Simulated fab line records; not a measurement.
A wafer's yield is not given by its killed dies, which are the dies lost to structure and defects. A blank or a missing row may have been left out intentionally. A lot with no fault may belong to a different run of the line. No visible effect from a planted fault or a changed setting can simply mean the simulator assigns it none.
Comparing a struck lot with a sound one :: flow ritCmos :: 20 out of 202 route steps
Sound: the wafers L854.2, L854.4, L854.5. Wafers struck: L862.1, L862.2, L862.4. The cause comes at the end.
At each step with rows: each side's tool, then ch and its chambers, then its first start. Under that, the readings that differ: sound wafers :: struck wafers :: difference of the means :: sigmas: that difference in standard deviations of wafers without a fault.
alike: words and numbers the same on both sides, and readings whose means are apart by under 2 such deviations; not compared: readings that were withheld, readings missing a value for some wafer, numbers with overlapping values and no deviation given by the record, and bounds like >300 which may hide the same value.
A row with sigmas, a row that says differs or no value, or rows on one side alone: a step with any of these is where the two part. When numbers do not overlap yet have no deviation, they are printed without sigmas and do not part them. A reading missing from all wafers of one side parts the sides only when that side holds two or more wafers.

first, 2 steps without rows for these wafers: RIT_NWELL_HARDBAKE_07 (time 120 s); RIT_NWELL_IMPLANT_08.
RIT_NWELL_STRIP_09: strips in O2, time 180 s.
  sound on plasmaAsher-03 ch 0,1, day 2 17:17; struck on plasmaAsher-02 ch 0,1, day 4 13:16
reading: rfReflPowerW (W)
sound: 7.5 5.1 5.2
struck: 8.1 9.0 9.0
difference: +2.8
sigmas: +2
  alike: drypumpMotorCurrentA
  not compared: rfHoursCounterH
RIT_NWELL_TW_MEAS_10:
  struck on filmMetro-02, day 4 13:27; sound on filmMetro-02, day 2 17:28
  alike: NWELL_TW
then, 6 steps without rows for these wafers: RIT_PWELL_HMDS_00 (prime time 60 s); RIT_PWELL_COAT_01 (resist thk 1300 nm); RIT_PWELL_SOFTBAKE_02 (time 60 s); RIT_PWELL_EXPOSE_03 (exposes mask M3, target cd 43700 nm); RIT_PWELL_PEB_04; RIT_PWELL_DEVELOP_05 (develop time 68 s).
RIT_PWELL_OVL_MEAS_06:
  struck on overlay-02, day 4 14:23; sound on overlay-01, day 2 18:24
  alike: PWELL_OVL
then, 1 step without rows for these wafers: RIT_PWELL_HARDBAKE_07 (time 120 s).
RIT_PWELL_IMPLANT_08:
  sound on implanter-04 ch 0, day 2 18:42; struck on implanter-04 ch 0, day 4 14:40
reading: implantIonAmu
sound: 11 11 11
struck: 49 49 49
difference: +38
sigmas: 

reading: model.implant.rpNm (nm)
sound: 482 482 482
struck: 126.6 126.6 126.6
difference: -355.4
sigmas: 

reading: model.implant.drpNm (nm)
sound: 102.9 102.9 102.9
struck: 49.91 49.91 49.91
difference: -52.99
sigmas: 
RIT_PWELL_STRIP_09: strips in O2, time 180 s.
  sound on plasmaAsher-01 ch 0,1, day 2 18:50; struck on plasmaAsher-02 ch 0,1, day 4 14:49
  alike: drypumpMotorCurrentA, rfReflPowerW
  not compared: rfHoursCounterH
RIT_PWELL_TW_MEAS_10:
  struck on filmMetro-04, day 4 15:00; sound on filmMetro-04, day 2 19:01
reading: PWELL_TW
sound: 968 961 965
struck: 1909 1909 1891
difference: +938
sigmas: +99
then, 1 step without rows for these wafers: RIT_WELLDRIVE_ANNEAL_00 (time 14700 s).
RIT_WELLDRIVE_RS_MEAS_01: uses a four-point probe to measure.
  struck on filmMetro-04, day 4 20:09; sound on filmMetro-02, day 3 01:59
  alike: NWELL_RS
RIT_WELLDRIVE_RS_MEAS_02: uses a four-point probe to measure.
  struck on filmMetro-04, day 4 20:16; sound on filmMetro-02, day 3 02:06
reading: PWELL_RS (ohm/sq)
sound: 429.1 428.7 427.4
struck: 463.9 463.4 464.7
difference: +35.6
sigmas: +25
then, 1 step without rows for these wafers: RIT_NRETRO_HMDS_00 (prime time 60 s).
RIT_M1_PROBE_99:
  struck on prober-02, day 6 02:55; sound on prober-01, day 4 09:18
  alike: killedAtContacts, killedAtFrontEnd, killedDies, killedOpen, killedShort

== WHERE THEY PART ==
Last at RIT_WELLDRIVE_RS_MEAS_02 as far as this record goes, first at RIT_NWELL_STRIP_09. Later steps at which nothing parts them and some readings are alike: RIT_M1_PROBE_99.

WHY: what the simulator had put in
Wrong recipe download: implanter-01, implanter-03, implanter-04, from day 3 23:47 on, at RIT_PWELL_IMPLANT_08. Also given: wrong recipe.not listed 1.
